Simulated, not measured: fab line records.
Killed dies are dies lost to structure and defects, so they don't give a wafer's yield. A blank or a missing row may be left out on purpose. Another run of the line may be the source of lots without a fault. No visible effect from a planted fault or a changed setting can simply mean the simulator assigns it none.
A lot that was struck, set against a sound lot / flow rit-cmos / 28 steps out of a route of 202
Sound: the wafers L793.2, L793.3, L793.4. Wafers struck: L797.1, L797.2, L797.4. At the end, the cause is stated.
Per side, at each step with rows, come the tool, then ch with its chambers, and then its first start. Under that, the readings that differ: sound wafers / struck wafers / difference of the means / sigmas: that difference in standard deviations of wafers without a fault.
alike: same words and numbers on both sides, and readings whose means sit less than 2 such deviations apart. not compared: any withheld reading, any reading some wafer has no value for, any bound like >300 that may hide the same value, and any number with overlapping values for which the record gives no deviation.
The two part at a step that has a row with sigmas, a row that says differs or no value, or rows on one side only. Numbers that don't overlap but have no deviation are shown without sigmas and don't part them. A reading that every wafer of one side lacks parts them only if that side has two wafers or more.

RIT_ACTIVE_BOW_MEAS_00:
  sound: film-metro-04 at day 3 02:01; struck: film-metro-01 at day 3 22:00
  alike: INCOMING_BOW
RIT_ACTIVE_OXIDATION_01: target thk 46.8 nm, ox time 3480 s.
  sound on furnace-03 ch 0, day 3 02:50; struck on furnace-01 ch 0, day 4 01:22
reading=ox-temp-c-max; sound=1006.4 1007.1 1007.0; struck=1003.3 1002.5 1002.9; difference=-3.9; sigmas=-2
RIT_ACTIVE_THK_MEAS_02:
  sound: film-metro-01 at day 3 04:47; struck: film-metro-04 at day 4 03:35
reading=ACTIVE_OXIDE_THK (nm); sound=47.9 48.3 48.2; struck=77.2 78.0 75.9; difference=+28.9; sigmas=+39
then, 1 step without rows for these wafers: RIT_ACTIVE_CVD_03 (deposits Si3N4 from SiH2Cl2/NH3, target thk 150 nm, time 1500 s).
RIT_ACTIVE_THK_MEAS_04:
  sound: film-metro-01 at day 3 06:16; struck: film-metro-02 at day 4 07:10
  alike: ACTIVE_NITRIDE_THK
then, 6 steps without rows for these wafers: RIT_ACTIVE_HMDS_05 (prime time 60 s); RIT_ACTIVE_COAT_06 (resist thk 1000 nm); RIT_ACTIVE_SOFTBAKE_07 (time 60 s); RIT_ACTIVE_EXPOSE_08 (exposes mask M1, target cd 1400 nm); RIT_ACTIVE_PEB_09; RIT_ACTIVE_DEVELOP_10 (develop time 50 s).
RIT_ACTIVE_CD_MEAS_11: the cd target is 1400 nm.
  sound: cd-sem-02 at day 3 07:11; struck: cd-sem-02 at day 4 08:11
  alike: cd-nm
then, 1 step without rows for these wafers: RIT_ACTIVE_HARDBAKE_12 (time 60 s).
RIT_ACTIVE_ETCH_13: etches Si3N4 in SF6, stops on SiO2, time 210 s, target depth 210 nm.
  sound on rie-diel-02 ch 0,1,3, day 3 07:26; struck on rie-diel-04 ch 0,1,2, day 4 08:29
reading=model.SiO2_of_ACTIVE_OXIDATION_01.thk-nm (nm); sound=47.81 47.95 47.67; struck=77.17 77.99 75.94; difference=+29.22; sigmas=
  alike: drypump-motor-current-A, oes-product-au, throttle-valve-pct
  not compared: rf-hours-counter-h
RIT_ACTIVE_STRIP_14: strips in O2, time 180 s.
  sound on plasma-asher-02 ch 0,1, day 3 07:34; struck on plasma-asher-01 ch 0,1, day 4 08:37
  alike: drypump-motor-current-A
  not compared: rf-hours-counter-h
RIT_ACTIVE_CD_MEAS_90: the cd target is 1400 nm.
  sound: cd-sem-02 at day 3 07:45; struck: cd-sem-02 at day 4 08:48
  alike: cd-nm
then, 4 steps without rows for these wafers: RIT_ACTIVE_CLEAN_15 (cleans in SC1, time 600 s); RIT_ACTIVE_CLEAN_16 (cleans in dHF, time 30 s); RIT_ACTIVE_CLEAN_17 (cleans in SC2, time 600 s); RIT_FOX1_OXIDATION_00 (target thk 350.7 nm, ox time 1130 s).
RIT_FOX1_THK_MEAS_01:
  sound: film-metro-03 at day 3 10:23; struck: film-metro-03 at day 4 11:35
  alike: FOX1_OXIDE_THK
then, 2 steps without rows for these wafers: RIT_FOX1_WET_ETCH_02 (etches SiO2 in BOE, target depth 350 nm, time 390 s); RIT_FOX2_OXIDATION_00 (target thk 350.7 nm, ox time 1130 s).
RIT_FOX2_THK_MEAS_01:
  sound: film-metro-03 at day 3 12:02; struck: film-metro-04 at day 4 14:13
  alike: FOX2_OXIDE_THK
then, 1 step without rows for these wafers: RIT_FOX2_CLEAN_02 (cleans in dHF, time 180 s).
RIT_FOX2_WET_ETCH_03: etches Si3N4 in H3PO4, target depth 195 nm, time 2700 s.
  sound on wet-bench-03 ch 2, day 3 12:12; struck on wet-bench-02 ch 1, day 4 14:20
reading=model.SiO2_of_ACTIVE_OXIDATION_01.thk-nm (nm); sound=42.66 42.78 42.52; struck=68.38 69.09 67.28; difference=+25.60; sigmas=
RIT_FOX2_THK_MEAS_90:
  sound: film-metro-04 at day 3 12:58; struck: film-metro-03 at day 4 15:06
  alike: FIELD_OXIDE_LEFT_1_THK
RIT_M1_PROBE_99:
  the record holds rows for the sound wafers here (prober-02, day 5 03:24) but none for the struck ones

== WHERE THEY PART ==
Earliest at RIT_ACTIVE_OXIDATION_01; latest, in this record, at RIT_M1_PROBE_99.

WHY: whatever the simulator had introduced
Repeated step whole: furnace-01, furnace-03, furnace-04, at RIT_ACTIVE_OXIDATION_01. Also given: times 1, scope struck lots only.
